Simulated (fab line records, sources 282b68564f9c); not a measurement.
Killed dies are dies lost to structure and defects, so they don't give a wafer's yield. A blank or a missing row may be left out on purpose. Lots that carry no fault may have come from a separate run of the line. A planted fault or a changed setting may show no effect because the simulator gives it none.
A lot that was struck, set against a sound lot + flow rit-cmos + 21 steps out of a route of 202
Sound: the wafers L232.1, L232.2, L232.4. Wafers L240.1, L240.3, L240.4 were the ones struck. The cause is given at the end.
Per side, at each step with rows, come the tool, then ch with its chambers, and then its first start. Under that, the readings that differ: sound wafers + struck wafers + difference of the means + sigmas: that difference in standard deviations of wafers without a fault.
alike: readings whose means differ by less than 2 such deviations, and words and numbers that are the same on both sides. not compared: withheld readings, readings that some wafer has no value for, bounds like >300 that may hide the same value, and numbers for which the record gives no deviation and whose values overlap.
The two part at a step that has a row with sigmas, a row that says differs or no value, or rows on one side only. Non-overlapping numbers with no deviation appear without sigmas and do not part them. A reading missing from all wafers of one side parts the sides only when that side holds two or more wafers.

first, 4 steps without rows for these wafers: RIT_NLDD_SOFTBAKE_02 (time 60 s); RIT_NLDD_EXPOSE_03 (exposes mask M7, target cd 40700 nm); RIT_NLDD_PEB_04; RIT_NLDD_DEVELOP_05 (develop time 50 s).
RIT_NLDD_OVL_MEAS_06:
  struck on overlay-02, day 4 19:47; sound on overlay-02, day 3 02:31
| reading       | sound       | struck        | difference | sigmas |
|---------------|-------------|---------------|------------|--------|
| NLDD_OVL (nm) | 4.0 2.1 2.1 | 0.0 -2.0 -1.3 | -3.8       | -3     |
then, 2 steps without rows for these wafers: RIT_NLDD_HARDBAKE_07 (time 60 s); RIT_NLDD_IMPLANT_08.
RIT_NLDD_STRIP_09: strips in O2, time 180 s.
  sound on plasma-asher-02 ch 0,1, day 3 02:51; struck on plasma-asher-01 ch 0,1, day 4 20:07
  alike: drypump-motor-current-A
  not compared: rf-hours-counter-h
RIT_NLDD_TW_MEAS_10:
  struck on film-metro-01, day 4 20:17; sound on film-metro-01, day 3 03:01
  alike: NLDD_TW
then, 3 steps without rows for these wafers: RIT_PLDD_HMDS_00 (prime time 60 s); RIT_PLDD_COAT_01 (resist thk 1000 nm); RIT_PLDD_SOFTBAKE_02 (time 60 s).
RIT_PLDD_EXPOSE_03: exposes mask M8, target cd 40900 nm.
  sound on iline-stepper-02 ch 0, day 3 03:32; struck on iline-stepper-01 ch 0, day 4 20:48
| reading | sound          | struck         | difference | sigmas |
|---------|----------------|----------------|------------|--------|
| mask    | M8#0 M8#0 M8#0 | M7#0 M7#0 M7#0 | differs    |        |
then, 2 steps without rows for these wafers: RIT_PLDD_PEB_04; RIT_PLDD_DEVELOP_05 (develop time 50 s).
RIT_PLDD_OVL_MEAS_06:
  struck on overlay-02, day 4 21:12; sound on overlay-01, day 3 03:58
| reading       | sound          | struck | difference                    | sigmas |
|---------------|----------------|--------|-------------------------------|--------|
| PLDD_OVL (nm) | -1.7 -1.0 -2.6 | - - -  | no value on the struck wafers |        |
then, 2 steps without rows for these wafers: RIT_PLDD_HARDBAKE_07 (time 60 s); RIT_PLDD_IMPLANT_08.
RIT_PLDD_STRIP_09: strips in O2, time 180 s.
  sound on plasma-asher-04 ch 0,1, day 3 04:18; struck on plasma-asher-01 ch 0,1, day 4 21:32
  alike: drypump-motor-current-A
  not compared: rf-hours-counter-h
RIT_PLDD_TW_MEAS_10:
  struck on film-metro-01, day 4 21:56; sound on film-metro-02, day 3 04:29
| reading | sound          | struck   | difference | sigmas      |
|---------|----------------|----------|------------|-------------|
| PLDD_TW | 2341 2351 2337 | 30 30 30 | -2313      | -99 or more |
  not compared: hold
then, 1 step without rows for these wafers: RIT_M1_PROBE_99.

## WHERE THEY PART
Last at RIT_PLDD_TW_MEAS_10 as far as this record goes, first at RIT_NLDD_OVL_MEAS_06.

WHY: what had been put in by the simulator
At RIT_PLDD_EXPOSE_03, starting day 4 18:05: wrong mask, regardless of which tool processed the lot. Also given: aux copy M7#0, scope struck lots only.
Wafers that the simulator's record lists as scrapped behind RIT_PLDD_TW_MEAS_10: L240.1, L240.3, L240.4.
